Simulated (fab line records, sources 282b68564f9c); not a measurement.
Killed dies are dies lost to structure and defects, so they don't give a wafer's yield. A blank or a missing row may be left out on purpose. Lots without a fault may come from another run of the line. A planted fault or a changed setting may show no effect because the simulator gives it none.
A struck lot beside a sound one | flow rit_cmos | 17 steps out of a route of 202
Sound: wafers L806.1, L806.5, L806.6. Struck: wafers L816.2, L816.5. (L816.4 of the same lot was not struck and is left out.) The cause comes at the end.
At each step with rows: each side's tool, then ch and its chambers, then its first start. Under that, the readings that differ: sound wafers | struck wafers | difference of the means | sigmas: that difference in standard deviations of wafers without a fault.
alike: readings whose means differ by less than 2 such deviations, and words and numbers that are the same on both sides. not compared: withheld readings, readings that some wafer has no value for, bounds like >300 that may hide the same value, and numbers for which the record gives no deviation and whose values overlap.
The two part at a step that has a row with sigmas, a row that says differs or no value, or rows on one side only. Numbers that don't overlap but have no deviation are shown without sigmas and don't part them. A reading that every wafer of one side lacks parts them only if that side has two wafers or more.

first, 4 steps without rows for these wafers: RIT_CONTACT_SOFTBAKE_04 (time 60 s); RIT_CONTACT_EXPOSE_05 (exposes mask M11, target cd 1000 nm); RIT_CONTACT_PEB_06; RIT_CONTACT_DEVELOP_07 (develop time 120 s).
RIT_CONTACT_CD_MEAS_08: target cd 1000 nm.
  sound on cd_sem-01, day 3 10:23; struck on cd_sem-02, day 5 15:10
  alike: cd_nm
RIT_CONTACT_OVL_MEAS_09:
  sound on overlay-02, day 3 10:31; struck on overlay-01, day 5 15:17
  alike: CONTACT_OVL
then, 1 step without rows for these wafers: RIT_CONTACT_HARDBAKE_10 (time 60 s).
RIT_CONTACT_ETCH_11: etches SiO2 in CHF3/CF4/Ar, stops on TiSi2, target depth 480 nm, time 320 s.
  sound on rie_diel-03 ch 0,3, day 3 10:42; struck on rie_diel-03 ch 0,2, day 5 15:28
  alike: chamber_pressure_mTorr, drypump_motor_current_A, oes_product_au, throttle_valve_pct
  not compared: rf_hours_counter_h
RIT_CONTACT_STRIP_12: strips in O2, time 180 s.
  sound on plasma_asher-02 ch 0,1, day 3 10:53; struck on plasma_asher-02 ch 0,1, day 5 15:39
  reading                        | sound          | struck    | difference | sigmas
  chamber_pressure_mTorr (mTorr) | 3997 3996 3998 | 4004 4005 | +8         | +2
  alike: drypump_motor_current_A
  not compared: rf_hours_counter_h
RIT_CONTACT_CD_MEAS_90: target cd 1000 nm.
  sound on cd_sem-01, day 3 11:04; struck on cd_sem-02, day 5 15:51
  alike: cd_nm
then, 2 steps without rows for these wafers: RIT_CONTACT_CLEAN_13 (cleans in SC1, time 600 s); RIT_CONTACT_CLEAN_14 (cleans in SC2, time 600 s).
RIT_M1_SPUTTER_00: material Al, target thk 400 nm, time 500 s.
  sound on pvd_sputter-01, day 3 11:32; struck on pvd_sputter-01, day 5 16:20
  reading                               | sound                | struck        | difference | sigmas
  chamber_pressure_pa (Pa)              | 0.3998 0.4003 0.4014 | 0.5184 0.5192 | +0.1183    | +99 or more
  throttle_valve_pct (%)                | 30.3 30.2 31.3       | 25.3 25.5     | -5.2       | -5
  model.Al_of_M1_SPUTTER_00.thk_nm (nm) | 402.2 401.6 397.6    | 377.8 379.7   | -21.7      |
RIT_M1_RS_MEAS_01: measures by four-point-probe.
  sound on film_metro-04, day 3 11:50; struck on film_metro-01, day 5 16:38
  reading           | sound                | struck        | difference | sigmas
  M1_AL_RS (ohm/sq) | 0.0728 0.0731 0.0738 | 0.0786 0.0781 | +0.0051    | +6
RIT_M1_THK_MEAS_02: measures by xrf.
  sound on film_metro-04, day 3 11:57; struck on film_metro-01, day 5 16:45
  reading        | sound       | struck  | difference | sigmas
  M1_AL_THK (nm) | 404 402 400 | 382 383 | -20        | -3
then, 1 step without rows for these wafers: RIT_M1_HMDS_03 (prime time 60 s).
RIT_M1_PROBE_99:
  sound on prober-02, day 3 15:33; struck on prober-02, day 5 20:25
  reading                  | sound                   | struck          | difference | sigmas
  killed_at_M0_to_M3       | 0 0 0                   | 0 1             | +0         | +4
  model.etest.m1.rs_ohm_sq | 0.07193 0.07251 0.07297 | 0.07662 0.07645 | +0.00406   |
  alike: defect_limited_yield, killed_at_contacts, killed_at_front_end, killed_dies, killed_open, killed_short, sort_bin_3_pad_short, sort_bin_5_function, sort_bin_6_memory, sort_n_pass, sort_yield_pct

WHERE THEY PART
First at RIT_CONTACT_STRIP_12; last, within this record, at RIT_M1_PROBE_99.

WHY: what the simulator had put in
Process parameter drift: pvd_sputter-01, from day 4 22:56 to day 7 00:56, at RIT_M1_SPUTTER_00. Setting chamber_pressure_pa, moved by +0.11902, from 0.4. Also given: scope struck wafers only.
